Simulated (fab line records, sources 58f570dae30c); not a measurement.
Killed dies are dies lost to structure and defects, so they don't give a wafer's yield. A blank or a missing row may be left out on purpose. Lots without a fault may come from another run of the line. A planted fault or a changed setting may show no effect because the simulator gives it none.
One fault seen from 2 desks | flow berkeley_cmos170 | each desk has only its own numbers; what lay behind them comes last

THE TOOL OWNER'S DESK: rie_diel-03
The tool's own readings at UCB170_GATE_ETCH_14 (etches BARC in N2/H2): means of the sampled wafers that have a number, for each lot that ran on this tool. A lot is out of limits, marked OUT, if its mean lies more than 4 standard deviations from the usual mean; the brackets give that distance.
Columns: A = drypump_motor_current_A at UCB170_GATE_ETCH_14, usual 5.9 A; B = oes_product_au at UCB170_GATE_ETCH_14, usual 1.005 a.u.; C = rf_fwd_power_W at UCB170_GATE_ETCH_14, usual 495.9 W; D = throttle_valve_pct at UCB170_GATE_ETCH_14, usual 13.33 %
lot  | first seen here | A   | B               | C     | D
L674 | day 7 09:07     | 6.2 | 1.008           | 496.9 | 13.63
L680 | day 9 06:56     | 5.9 | 1.245 (+13) OUT | 496.1 | 13.47
L681 | day 9 07:12     | 5.7 | 1.255 (+14) OUT | 496.9 | 13.28
This desk's finding: out of limits on L680, L681; first on L680, day 9 06:56 (oes_product_au at UCB170_GATE_ETCH_14). In limits: L674.

THE METROLOGY DESK
What the gauges read, lot by lot, whatever tool the lot ran on: means of the sampled wafers that have a number. A lot is out of limits, marked OUT, if its mean lies more than 4 standard deviations from the usual mean; the brackets give that distance.
Columns: A = GATE_OXIDE_THK at UCB170_GATE_THK_MEAS_02, usual 6.63 nm; B = GATE_POLY_THK at UCB170_GATE_THK_MEAS_05, usual 213.1 nm; C = cd_nm at UCB170_GATE_CD_MEAS_12, usual 349.9 nm; D = GATE_OVL at UCB170_GATE_OVL_MEAS_13, usual 0 nm
lot  | first seen here | A    | B     | C     | D
L668 | day 5 21:44     | 6.51 | 214.2 | 350.1 | -1
L674 | day 6 23:20     | 6.51 | 213.9 | 350.2 | -1
L676 | day 8 00:20     | 6.60 | 213.1 | 349.8 | 9
L678 | day 8 07:19     | 6.77 | 211.5 | 348.3 | 1
L680 | day 8 21:23     | 6.72 | 211.4 | 351.3 | 10
L681 | day 8 21:23     | 6.72 | 211.9 | 349.6 | -4
This desk's finding: nothing out of limits on any of the 6 lots.

PUT TOGETHER
The tool owner's desk could have raised an alarm at day 9 06:56, on L680, L681.
The metrology desk saw nothing out of limits.
The metrology desk has L680, L681 on record, within its limits.
Of the lots named, all ran UCB170_GATE_ETCH_14 on rie_diel-03.

WHAT THE SIMULATOR HAD PUT IN
Process parameter drift: rie_diel-03, from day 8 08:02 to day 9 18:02, at UCB170_GATE_ETCH_14. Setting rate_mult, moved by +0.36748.
Lots struck among those shown: L680, L681.
Hours from the fault's start to each desk's first reading out of limits: the tool owner's desk, 23.
